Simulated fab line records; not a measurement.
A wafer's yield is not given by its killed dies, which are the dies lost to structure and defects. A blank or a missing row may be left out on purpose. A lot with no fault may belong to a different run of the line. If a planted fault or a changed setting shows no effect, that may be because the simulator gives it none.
Check for tools in common -- flow berkeley-cmos170 -- 42 wafers sampled across 14 lots

THE REASON FOR OPENING IT
Of 14 lots, 2 have the reading M1_AL_RS flagged at UCB170_M1_RS_MEAS_01. Fault-free wafers read 0.0482 ohm/sq, with a standard deviation of 0.00041.
Rule: flag the lot when none of its wafers has a number, or when each of its wafers that has one lies beyond 4 standard deviations from that mean. As for the other lots, they are considered sound.

lot,measured,on,"M1_AL_RS (ohm/sq), wafer by wafer",flag
L665,day 6 18:20,film-metro-03,0.0480 0.0484 0.0479,
L664,day 6 20:20,film-metro-04,0.0486 0.0489 0.0488,
L666,day 7 15:16,film-metro-01,0.0477 0.0490 0.0477,
L668,day 8 05:21,film-metro-01,0.0482 0.0479 0.0485,
L667,day 8 06:07,film-metro-03,0.0489 0.0490 0.0491,
L676,day 8 14:35,film-metro-04,0.0486 0.0482 0.0479,
L674,day 8 15:01,film-metro-03,0.0480 0.0480 0.0480,
L671,day 8 15:19,film-metro-04,0.0707 0.0698 0.0702,FLAGGED
L675,day 9 11:40,film-metro-04,0.0709 0.0707 0.0705,FLAGGED
L680,day 10 05:48,film-metro-03,0.0484 0.0482 0.0480,
L682,day 10 23:34,film-metro-03,0.0481 0.0484 0.0483,
L684,day 10 23:35,film-metro-01,0.0482 0.0481 0.0485,
L686,day 11 07:48,film-metro-01,0.0476 0.0476 0.0482,
L685,day 11 07:49,film-metro-04,0.0480 0.0484 0.0479,
The mean of the flagged lots' numbers is 0.0705 ohm/sq, +0.0223 ohm/sq from the usual (+54 standard deviations).

LOT BY LOT: THE TOOL USED
The record keeps 1 process step preceding the reading, out of 331 steps on the route. Every cell lists first the tool, next ch and the chambers used by the sampled wafers, and last the start.
lot,flag,UCB170_M1_SPUTTER_00
L665,,"pvd-sputter-02, day 6 18:14"
L664,,"pvd-sputter-03, day 6 20:17"
L666,,"pvd-sputter-04, day 7 15:11"
L668,,"pvd-sputter-04, day 8 05:17"
L667,,"pvd-sputter-03, day 8 06:01"
L676,,"pvd-sputter-04, day 8 14:31"
L674,,"pvd-sputter-03, day 8 14:57"
L671,FLAGGED,"pvd-sputter-02, day 8 15:15"
L675,FLAGGED,"pvd-sputter-02, day 9 11:37"
L680,,"pvd-sputter-03, day 10 05:42"
L682,,"pvd-sputter-04, day 10 23:30"
L684,,"pvd-sputter-03, day 10 23:30"
L686,,"pvd-sputter-03, day 11 07:44"
L685,,"pvd-sputter-04, day 11 07:44"
What these steps do:
- UCB170_M1_SPUTTER_00: material Al, target thk 600 nm, time 80 s.
- UCB170_M1_RS_MEAS_01: measures by four-point-probe.

FLAGGED AGAINST TOTAL, ONE TOOL AT A TIME (gauges that did the reading follow at the end)
step,tool,lots run,flagged,share of the flagged lots,sound lots run after its first flagged lot
UCB170_M1_SPUTTER_00,pvd-sputter-02,3,2,all,0
UCB170_M1_SPUTTER_00,pvd-sputter-03,6,0,none,-
UCB170_M1_SPUTTER_00,pvd-sputter-04,5,0,none,-
UCB170_M1_RS_MEAS_01,film-metro-01,4,0,none,-
UCB170_M1_RS_MEAS_01,film-metro-03,5,0,none,-
UCB170_M1_RS_MEAS_01,film-metro-04,5,2,all,1 (L685)

WHAT IS ALLOWED BY THE TABLE
2 rows of the table ran every flagged lot: pvd-sputter-02 at UCB170_M1_SPUTTER_00, film-metro-04 at UCB170_M1_RS_MEAS_01.
- pvd-sputter-02 at UCB170_M1_SPUTTER_00: 2 of its 3 lots flagged. A fault beginning between L665 (day 6 18:14), its last sound lot, and L671 (day 8 15:15), its first flagged one, fits the data.
- film-metro-04 at UCB170_M1_RS_MEAS_01: 2 of its 5 lots flagged. Sound lots followed the first flagged one (L685) on it, something a lasting fault affecting the whole tool could not allow.
One tool is left: pvd-sputter-02 at UCB170_M1_SPUTTER_00.

WHAT THE SIMULATOR HAD PUT IN
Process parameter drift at UCB170_M1_SPUTTER_00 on pvd-sputter-02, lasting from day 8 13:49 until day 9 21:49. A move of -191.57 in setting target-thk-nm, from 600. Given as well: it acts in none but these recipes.
Shown lots that were struck: L671, L675. The same result came from the rule above.
